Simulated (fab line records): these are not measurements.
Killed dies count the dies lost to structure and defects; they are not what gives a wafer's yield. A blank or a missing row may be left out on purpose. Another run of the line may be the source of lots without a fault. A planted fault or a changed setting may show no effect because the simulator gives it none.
Chamber matching :: flow berkeley-cmos170 :: 3 sister chambers for UCB170_V2_CVD_00 on pecvd-04
The step deposits SiO2 from TEOS/O2, target thk 2000 nm, time 250 s. 3 wafers are shown with their chamber, then 9 later ones without.

WAFERS PAIRED WITH THEIR CHAMBERS
wafer: L752.4
chamber: 1
heater-power-w (W): 190

wafer: L753.3
chamber: 0
heater-power-w (W): 258

wafer: L753.5
chamber: 2
heater-power-w (W): 345

WAFERS MISSING THEIR CHAMBER
wafer: L759.3
heater-power-w (W): 320

wafer: L759.4
heater-power-w (W): 190

wafer: L759.6
heater-power-w (W): 248

wafer: L763.1
heater-power-w (W): 193

wafer: L763.2
heater-power-w (W): 305

wafer: L763.5
heater-power-w (W): 185

wafer: L765.2
heater-power-w (W): 220

wafer: L765.3
heater-power-w (W): 217

wafer: L765.6
heater-power-w (W): 268

WHICH CHAMBER EACH ONE RAN IN
wafer: L759.3
from the rows above: can't be placed: 2 or 0
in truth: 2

wafer: L759.4
from the rows above: 1
in truth: 1

wafer: L759.6
from the rows above: 0
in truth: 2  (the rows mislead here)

wafer: L763.1
from the rows above: 1
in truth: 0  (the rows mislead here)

wafer: L763.2
from the rows above: can't be placed: 2 or 0
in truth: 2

wafer: L763.5
from the rows above: 1
in truth: 1

wafer: L765.2
from the rows above: can't be placed: 1 or 0
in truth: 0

wafer: L765.3
from the rows above: can't be placed: 1 or 0
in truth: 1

wafer: L765.6
from the rows above: 0
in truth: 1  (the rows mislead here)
Correctly placed: 2 of 9. Cannot be placed on the basis of these rows: 4; the candidates contain the true chamber in 4. 3 placed wrongly.
How it was worked out, from the rows above alone: a wafer's distance from a chamber is the root of the sum, over the readings, of the square of ((its reading less the chamber's mean) divided by the reading's scatter). If the next closest chamber is less than 2 further off than the closest, the wafer can't be placed; otherwise it belongs to the closest. A chamber's mean is the mean of its shown wafers. The scatter: with one shown wafer a chamber, the root of the mean of the squares of how far each hidden wafer lies from its nearest shown one.
